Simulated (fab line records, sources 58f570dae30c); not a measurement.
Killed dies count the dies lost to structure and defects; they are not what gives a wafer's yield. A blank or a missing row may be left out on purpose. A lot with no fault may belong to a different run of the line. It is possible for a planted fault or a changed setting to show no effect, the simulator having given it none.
Split-lot experiment || flow berkeley-cmos170 || 23 wafers read across 5 lots, on a route 331 steps long

== ON THE SPLIT ==
At UCB170_M1_METAL_ETCH_12 (etches Al in Cl2/BCl3, stops on PSG, target depth 780 nm, time 130 s), the setting icp-w was moved away from the recipe's 600 W on 11 of the 23 wafers read, by -8.3% to +8.2%. For the rest of the wafers, this setting stayed at what the recipe calls for.

The reading is taken at the split's own step.

== THE READING ==
KrF_of_M1_COAT_04.thk-nm (the simulator's own value, which no gauge read), in nm, at UCB170_M1_METAL_ETCH_12 (etches Al in Cl2/BCl3, stops on PSG, target depth 780 nm, time 130 s). There is no usual value for it anywhere in the file. Average 447.5 nm, standard deviation 5.5 nm, over the 12 wafers here run with the recipe.

{"wafer": "L077.2", "tool, chamber at the split": "rie-metal-03, 0", "icp-w as run, W": 649.4, "against the recipe": "+8.2%", "KrF_of_M1_COAT_04.thk-nm, nm": 419.4, "against lot-mates on the recipe": -28.8}
{"wafer": "L077.3", "tool, chamber at the split": "rie-metal-03, 1", "icp-w as run, W": 600, "against the recipe": "recipe", "KrF_of_M1_COAT_04.thk-nm, nm": 444.9, "against lot-mates on the recipe": "-"}
{"wafer": "L077.4", "tool, chamber at the split": "rie-metal-03, 0", "icp-w as run, W": 649.4, "against the recipe": "+8.2%", "KrF_of_M1_COAT_04.thk-nm, nm": 421.8, "against lot-mates on the recipe": -26.3}
{"wafer": "L077.5", "tool, chamber at the split": "rie-metal-03, 0", "icp-w as run, W": 649.4, "against the recipe": "+8.2%", "KrF_of_M1_COAT_04.thk-nm, nm": 426.4, "against lot-mates on the recipe": -21.8}
{"wafer": "L077.6", "tool, chamber at the split": "rie-metal-03, 1", "icp-w as run, W": 600, "against the recipe": "recipe", "KrF_of_M1_COAT_04.thk-nm, nm": 451.4, "against lot-mates on the recipe": "-"}
{"wafer": "L079.1", "tool, chamber at the split": "rie-metal-01, 0", "icp-w as run, W": 550.4, "against the recipe": "-8.3%", "KrF_of_M1_COAT_04.thk-nm, nm": 478.7, "against lot-mates on the recipe": "+34.9"}
{"wafer": "L079.2", "tool, chamber at the split": "rie-metal-01, 1", "icp-w as run, W": 600, "against the recipe": "recipe", "KrF_of_M1_COAT_04.thk-nm, nm": 444.5, "against lot-mates on the recipe": "-"}
{"wafer": "L079.3", "tool, chamber at the split": "rie-metal-01, 0", "icp-w as run, W": 550.4, "against the recipe": "-8.3%", "KrF_of_M1_COAT_04.thk-nm, nm": 479.1, "against lot-mates on the recipe": "+35.3"}
{"wafer": "L079.5", "tool, chamber at the split": "rie-metal-01, 1", "icp-w as run, W": 550.4, "against the recipe": "-8.3%", "KrF_of_M1_COAT_04.thk-nm, nm": 476.9, "against lot-mates on the recipe": "+33.1"}
{"wafer": "L079.6", "tool, chamber at the split": "rie-metal-01, 0", "icp-w as run, W": 600, "against the recipe": "recipe", "KrF_of_M1_COAT_04.thk-nm, nm": 443.1, "against lot-mates on the recipe": "-"}
{"wafer": "L080.1", "tool, chamber at the split": "rie-metal-03, 1", "icp-w as run, W": 600, "against the recipe": "recipe", "KrF_of_M1_COAT_04.thk-nm, nm": 447.1, "against lot-mates on the recipe": "-"}
{"wafer": "L080.5", "tool, chamber at the split": "rie-metal-03, 0", "icp-w as run, W": 600, "against the recipe": "recipe", "KrF_of_M1_COAT_04.thk-nm, nm": 456.8, "against lot-mates on the recipe": "-"}
{"wafer": "L080.6", "tool, chamber at the split": "rie-metal-03, 1", "icp-w as run, W": 600, "against the recipe": "recipe", "KrF_of_M1_COAT_04.thk-nm, nm": 447.8, "against lot-mates on the recipe": "-"}
{"wafer": "L085.1", "tool, chamber at the split": "rie-metal-01, 1", "icp-w as run, W": 647.3, "against the recipe": "+7.9%", "KrF_of_M1_COAT_04.thk-nm, nm": 409.3, "against lot-mates on the recipe": -32.3}
{"wafer": "L085.2", "tool, chamber at the split": "rie-metal-01, 0", "icp-w as run, W": 600, "against the recipe": "recipe", "KrF_of_M1_COAT_04.thk-nm, nm": 441, "against lot-mates on the recipe": "-"}
{"wafer": "L085.4", "tool, chamber at the split": "rie-metal-01, 0", "icp-w as run, W": 600, "against the recipe": "recipe", "KrF_of_M1_COAT_04.thk-nm, nm": 440, "against lot-mates on the recipe": "-"}
{"wafer": "L085.5", "tool, chamber at the split": "rie-metal-01, 1", "icp-w as run, W": 647.3, "against the recipe": "+7.9%", "KrF_of_M1_COAT_04.thk-nm, nm": 405.8, "against lot-mates on the recipe": -35.8}
{"wafer": "L085.6", "tool, chamber at the split": "rie-metal-01, 0", "icp-w as run, W": 600, "against the recipe": "recipe", "KrF_of_M1_COAT_04.thk-nm, nm": 443.7, "against lot-mates on the recipe": "-"}
{"wafer": "L083.1", "tool, chamber at the split": "rie-metal-03, 1", "icp-w as run, W": 624.3, "against the recipe": "+4.0%", "KrF_of_M1_COAT_04.thk-nm, nm": 425.6, "against lot-mates on the recipe": -29.2}
{"wafer": "L083.2", "tool, chamber at the split": "rie-metal-03, 0", "icp-w as run, W": 600, "against the recipe": "recipe", "KrF_of_M1_COAT_04.thk-nm, nm": 454.4, "against lot-mates on the recipe": "-"}
{"wafer": "L083.4", "tool, chamber at the split": "rie-metal-03, 1", "icp-w as run, W": 624.3, "against the recipe": "+4.0%", "KrF_of_M1_COAT_04.thk-nm, nm": 425.9, "against lot-mates on the recipe": -28.9}
{"wafer": "L083.5", "tool, chamber at the split": "rie-metal-03, 0", "icp-w as run, W": 600, "against the recipe": "recipe", "KrF_of_M1_COAT_04.thk-nm, nm": 455.2, "against lot-mates on the recipe": "-"}
{"wafer": "L083.6", "tool, chamber at the split": "rie-metal-03, 1", "icp-w as run, W": 624.3, "against the recipe": "+4.0%", "KrF_of_M1_COAT_04.thk-nm, nm": 426.8, "against lot-mates on the recipe": -28.0}

FIT RESULTS
A straight line over all 23 wafers: KrF_of_M1_COAT_04.thk-nm changes by -3.86 nm for each +1% of icp-w; r = -0.95; the points scatter about the line by 6.2 nm.
The same after taking each lot's own level away (the mean of its wafers on the recipe; 23 wafers): -4.04 nm for each +1%; r = -0.96; scatter 6 nm.
Per that fit: largest icp-w move, reading shift of 33 nm.
The lots' own levels span 441.57 to 454.80 nm, that is 2.4 times the standard deviation above.
Hence the lot-to-lot level has little effect on the slope; both slopes agree.
Check: with one of the wafers moved furthest among these (-8.3%) left out of the fit, the line predicts +32.2 nm for it against its lot-mates. It came out at +34.9 nm against them.

== THESE WAFERS: OTHER SPLITS ==
Other splits were also applied to these wafers ahead of the reading. Each is held against what the fit with the lots' levels taken away leaves over:
{"other split on the same wafers": "UCB170_BACKSIDE_SOFTBAKE_02 temp-c", "wafers away from the commonest value": 8, "r with KrF_of_M1_COAT_04.thk-nm (lot level and that fit taken away)": "+0.01"}
{"other split on the same wafers": "UCB170_SILICIDE_SPUTTER_01 power-w", "wafers away from the commonest value": 6, "r with KrF_of_M1_COAT_04.thk-nm (lot level and that fit taken away)": -0.36}
{"other split on the same wafers": "UCB170_CONTACT_CVD_01 pressure-mtorr", "wafers away from the commonest value": 15, "r with KrF_of_M1_COAT_04.thk-nm (lot level and that fit taken away)": -0.51}
{"other split on the same wafers": "UCB170_M1_PEB_07 peb-temp-c", "wafers away from the commonest value": 10, "r with KrF_of_M1_COAT_04.thk-nm (lot level and that fit taken away)": -0.14}

== THE FILE'S OWN FIT ==
KrF_of_M1_COAT_04.thk-nm changes by -4.1 nm for each +1% of icp-w, r = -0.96.
